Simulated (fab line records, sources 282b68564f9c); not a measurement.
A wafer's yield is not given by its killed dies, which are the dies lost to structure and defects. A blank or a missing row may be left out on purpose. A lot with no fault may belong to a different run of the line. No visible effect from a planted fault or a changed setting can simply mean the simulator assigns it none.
A single fault, viewed from 2 desks    flow rit-cmos    numbers are kept per desk, each desk with only its own; the story behind them comes last

AT THE METROLOGY DESK
What the gauges read for every lot (on any tool): the sampled wafers with a number, averaged. The brackets show how far a lot's mean lies from the usual mean; more than 4 standard deviations puts the lot out of limits, marked OUT.
Columns: A = CONTACT_OVL at RIT_CONTACT_OVL_MEAS_09, usual -1.0 nm; B = cd-nm at RIT_CONTACT_CD_MEAS_90, usual 1000.2 nm; C = M1_AL_RS at RIT_M1_RS_MEAS_01, usual 0.0732 ohm/sq; D = M1_AL_THK at RIT_M1_THK_MEAS_02, usual 400 nm; E = cd-nm at RIT_M1_CD_MEAS_09, usual 2599.6 nm
lot   first seen here  A     B       C       D    E
L236  day 4 05:55      -1.1  1003.6  0.0742  397  2601.1
L238  day 4 14:01      -0.5  1001.6  0.0721  404  2599.4
L245  day 6 02:15      -1.3  1001.6  0.0738  398  2599.6
L249  day 6 21:40      -1.6  999.6   0.0730  400  2598.2
L251  day 7 08:31      0.6   999.0   0.0730  398  2601.5
L254  day 8 04:10      -0.2  1001.4  0.0735  399  2601.5
Finding of this desk: none of the 6 lots has anything out of limits.

AT THE TOOL OWNER'S DESK: litho-track-01
At RIT_M1_SOFTBAKE_05 (time 60 s), the tool's own readings, given per lot that ran on this tool as the mean of the sampled wafers with a number. The brackets show how far a lot's mean lies from the usual mean; more than 4 standard deviations puts the lot out of limits, marked OUT.
Columns: A = heater-power-total-W at RIT_M1_SOFTBAKE_05, usual 34.56 W; B = plate-temp-C at RIT_M1_SOFTBAKE_05, usual 90.04 C
lot   first seen here  A                B
L236  day 4 07:43      34.58            89.89
L245  day 6 04:03      35.79 (+25) OUT  92.46 (+19) OUT
L249  day 6 23:32      35.79 (+25) OUT  92.49 (+19) OUT
This desk's finding: out of limits on L245, L249; first on L245, day 6 04:03 (heater-power-total-W at RIT_M1_SOFTBAKE_05). In limits: L236.

TAKEN TOGETHER
On L245, L249, at day 6 04:03, an alarm was possible from the tool owner's desk.
At the metrology desk, nothing out of limits was observed.
The metrology desk has L245, L249 on record, within its limits.
The lots listed all ran RIT_M1_SOFTBAKE_05 on litho-track-01.

WHAT THE SIMULATOR HAD PUT IN
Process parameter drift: litho-track-01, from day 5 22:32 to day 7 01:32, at RIT_M1_SOFTBAKE_05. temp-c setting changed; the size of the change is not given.
Struck lots among those shown: L245, L249.
How many hours passed from the start of the fault until each desk's first out-of-limits reading: the tool owner's desk, 6.
